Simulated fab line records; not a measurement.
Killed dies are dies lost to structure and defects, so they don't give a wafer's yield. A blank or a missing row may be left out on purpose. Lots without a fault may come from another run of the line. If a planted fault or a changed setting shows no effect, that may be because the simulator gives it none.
A struck lot beside a sound one ; flow rit-cmos ; 21 steps out of a route of 202
Sound: these wafers, L373.1, L373.2, L373.6. The struck wafers were L368.4, L368.5, L368.6. At the end, the cause is stated.
At each step with rows: each side's tool, then ch and its chambers, then its first start. Under that, the readings that differ: sound wafers ; struck wafers ; difference of the means ; sigmas: that difference in standard deviations of wafers without a fault.
alike: readings with means less than 2 such deviations apart, plus words and numbers identical on both sides. not compared: withheld readings, readings lacking a value on some wafer, bounds such as >300 that could conceal the same value, and numbers that have no deviation in the record and whose values overlap.
Wherever a step has rows on one side only, a row that says differs or no value, or a row with sigmas, the two part there. Numbers that have no deviation but don't overlap get no sigmas and don't part them. Lack of a reading on every wafer of one side parts them only where that side has two or more wafers.

first, 2 steps without rows for these wafers: RIT_NSD_HARDBAKE_07 (time 60 s); RIT_NSD_IMPLANT_08.
RIT_NSD_STRIP_09: strips in O2, time 180 s.
  sound on plasma-asher-04 ch 0,1, day 7 04:38; struck on plasma-asher-04 ch 0,1, day 6 10:21
  alike: drypump-motor-current-A, rf-refl-power-W
  not compared: rf-hours-counter-h
RIT_NSD_TW_MEAS_10:
  struck on film-metro-02, day 6 10:30; sound on film-metro-04, day 7 04:49
  alike: NSD_TW
then, 6 steps without rows for these wafers: RIT_PSD_HMDS_00 (prime time 60 s); RIT_PSD_COAT_01 (resist thk 1000 nm); RIT_PSD_SOFTBAKE_02 (time 60 s); RIT_PSD_EXPOSE_03 (exposes mask M10, target cd 40900 nm); RIT_PSD_PEB_04; RIT_PSD_DEVELOP_05 (develop time 50 s).
RIT_PSD_OVL_MEAS_06:
  struck on overlay-02, day 6 11:23; sound on overlay-01, day 7 06:00
  alike: PSD_OVL
then, 1 step without rows for these wafers: RIT_PSD_HARDBAKE_07 (time 60 s).
RIT_PSD_IMPLANT_08:
  sound on implanter-03 ch 0, day 7 06:11; struck on implanter-02 ch 0, day 6 11:43
reading;sound;struck;difference;sigmas
beam-on-s (s);14.4 15.1 14.8;20.2 21.7 20.8;+6.1;+8
dose-ions-cm2;4.997e+15 4.997e+15 4.999e+15;7.997e+15 8e+15 8.002e+15;+3.002e+15;+99 or more
  alike: beam-energy-keV
RIT_PSD_STRIP_09: strips in O2, time 180 s.
  sound on plasma-asher-02 ch 0,1, day 7 06:20; struck on plasma-asher-02 ch 0,1, day 6 11:55
  alike: drypump-motor-current-A, rf-refl-power-W
  not compared: rf-hours-counter-h
RIT_PSD_TW_MEAS_10:
  struck on film-metro-02, day 6 12:17; sound on film-metro-03, day 7 06:31
reading;sound;struck;difference;sigmas
PSD_TW;3490 3472 3474;3552 3564 3570;+83;+4
  not compared: hold
then, 2 steps without rows for these wafers: RIT_SDANNEAL_CLEAN_01 (cleans in dHF, time 30 s); RIT_SDANNEAL_CLEAN_02 (cleans in SC2, time 600 s).
RIT_SDANNEAL_RTA_03: time 5 s.
  sound on rtp-anneal-02 ch 0, day 7 07:08; struck on rtp-anneal-01 ch 0, day 6 19:39
  alike: anneal-temp-c-max, wafer_temp_C_max
RIT_SDANNEAL_RS_MEAS_04: the measuring method here is four-point-probe.
  struck on film-metro-02, day 6 20:02; sound on film-metro-02, day 7 07:11
reading;sound;struck;difference;sigmas
PSD_RS (ohm/sq);116.41 116.33 116.46;110.54 110.62 110.88;-5.72;-20
  not compared: hold
RIT_SDANNEAL_RS_MEAS_05: the measuring method here is four-point-probe.
  struck on film-metro-02, day 7 01:14; sound on film-metro-02, day 7 07:19
reading;sound;struck;difference;sigmas
hold;- - -;await-dispo/5.1h/release await-dispo/5.1h/release await-dispo/5.1h/release;no value on the sound wafers;
  alike: NSD_RS
RIT_M1_PROBE_99:
  rows exist in the record for the sound wafers here (prober-02, day 7 15:55), none for the struck ones

== WHERE THEY PART ==
First at RIT_PSD_IMPLANT_08; last, within this record, at RIT_M1_PROBE_99.

WHY: the cause the simulator had injected
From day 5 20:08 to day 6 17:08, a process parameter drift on implanter-02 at RIT_PSD_IMPLANT_08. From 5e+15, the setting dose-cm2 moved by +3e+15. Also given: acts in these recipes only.
